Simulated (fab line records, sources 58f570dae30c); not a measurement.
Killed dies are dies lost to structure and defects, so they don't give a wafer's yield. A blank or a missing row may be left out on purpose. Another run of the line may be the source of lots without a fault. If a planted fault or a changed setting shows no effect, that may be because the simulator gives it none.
2 desks looking at one fault | flow berkeleyCmos170 | only its own numbers are on each desk; what lay behind them is given at the end

AT THE METROLOGY DESK
Means of the sampled wafers that have a number, per lot and without regard to the tool the lot ran on: this is what the gauges read. Any lot whose mean is over 4 standard deviations away from the usual mean is out of limits and marked OUT; that distance is given in the brackets.
Columns: A = PWELL_OXIDE_THK at UCB170_PWELL_THK_MEAS_03, usual 26.3 nm; B = cdNm at UCB170_PLDD_CD_MEAS_06, usual 1200.2 nm; C = cdNm at UCB170_V2_CD_MEAS_12, usual 699.6 nm
lot  | first seen here | A    | B                | C
L898 | day 3 03:35     | 26.4 | 1198.9           | 699.8
L900 | day 3 13:26     | 26.6 | 1199.4           | 699.7
L899 | day 3 13:27     | 26.1 | 1199.7           | 699.4
L901 | day 4 01:38     | 26.5 | 1203.2           | 698.9
L902 | day 4 01:38     | 26.0 | 1199.7           | 699.5
L904 | day 4 07:49     | 25.9 | 1200.9           | 699.5
L903 | day 4 07:49     | 26.1 | 1202.0           | 700.9
L906 | day 5 00:44     | 26.4 | 1199.7           | 698.6
L908 | day 5 10:10     | 26.6 | 1199.3           | 698.7
L909 | day 5 14:05     | 26.4 | 1200.3           | 699.7
L912 | day 6 02:55     | 26.3 | 1200.2           | 700.3
L915 | day 7 03:21     | 26.0 | 1171.6 (-20) OUT | 699.4
L916 | day 7 09:35     | 27.2 | 1177.5 (-16) OUT | 698.2
L917 | day 7 16:47     | 26.8 | 1200.4           | 698.9
This desk's verdict: out of limits on L915, L916, starting with L915 at day 10 11:19 (cdNm at UCB170_PLDD_CD_MEAS_06). In limits: L898, L900, L899, L901, L902, L904, L903, L906, L908, L909, L912, L917.

TOOL OWNER'S DESK, lithoTrack-04
The tool's own readings at UCB170_PLDD_PEB_04, given as means over the sampled wafers that have a number, one for each lot that went through this tool. Any lot whose mean is over 4 standard deviations away from the usual mean is out of limits and marked OUT; that distance is given in the brackets.
Columns: A = heaterPowerTotalW at UCB170_PLDD_PEB_04, usual 56.80 W; B = plateTempC at UCB170_PLDD_PEB_04, usual 129.99 C
lot  | first seen here | A               | B
L899 | day 7 04:11     | 56.81           | 130.00
L900 | day 7 04:55     | 56.81           | 129.87
L903 | day 8 04:38     | 56.79           | 130.09
L909 | day 9 13:37     | 56.78           | 130.19
L915 | day 10 11:03    | 54.64 (-48) OUT | 126.29 (-25) OUT
L916 | day 10 20:48    | 54.60 (-49) OUT | 125.95 (-27) OUT
This desk's verdict: out of limits on L915, L916, starting with L915 at day 10 11:03 (heaterPowerTotalW at UCB170_PLDD_PEB_04). In limits: L899, L900, L903, L909.

TAKEN TOGETHER
On L915, L916, at day 10 11:03, an alarm was possible from the tool owner's desk.
The metrology desk could have raised an alarm at day 10 11:19, on L915, L916.
The lots listed all ran UCB170_PLDD_PEB_04 on lithoTrack-04.

WHAT HAD BEEN PUT IN BY THE SIMULATOR
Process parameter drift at UCB170_PLDD_PEB_04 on lithoTrack-04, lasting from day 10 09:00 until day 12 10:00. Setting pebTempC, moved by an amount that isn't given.
Lots struck among those shown: L915, L916.
Counting hours from when the fault started, the first reading out of limits came at 2 for the tool owner's desk and at 2 for the metrology desk.
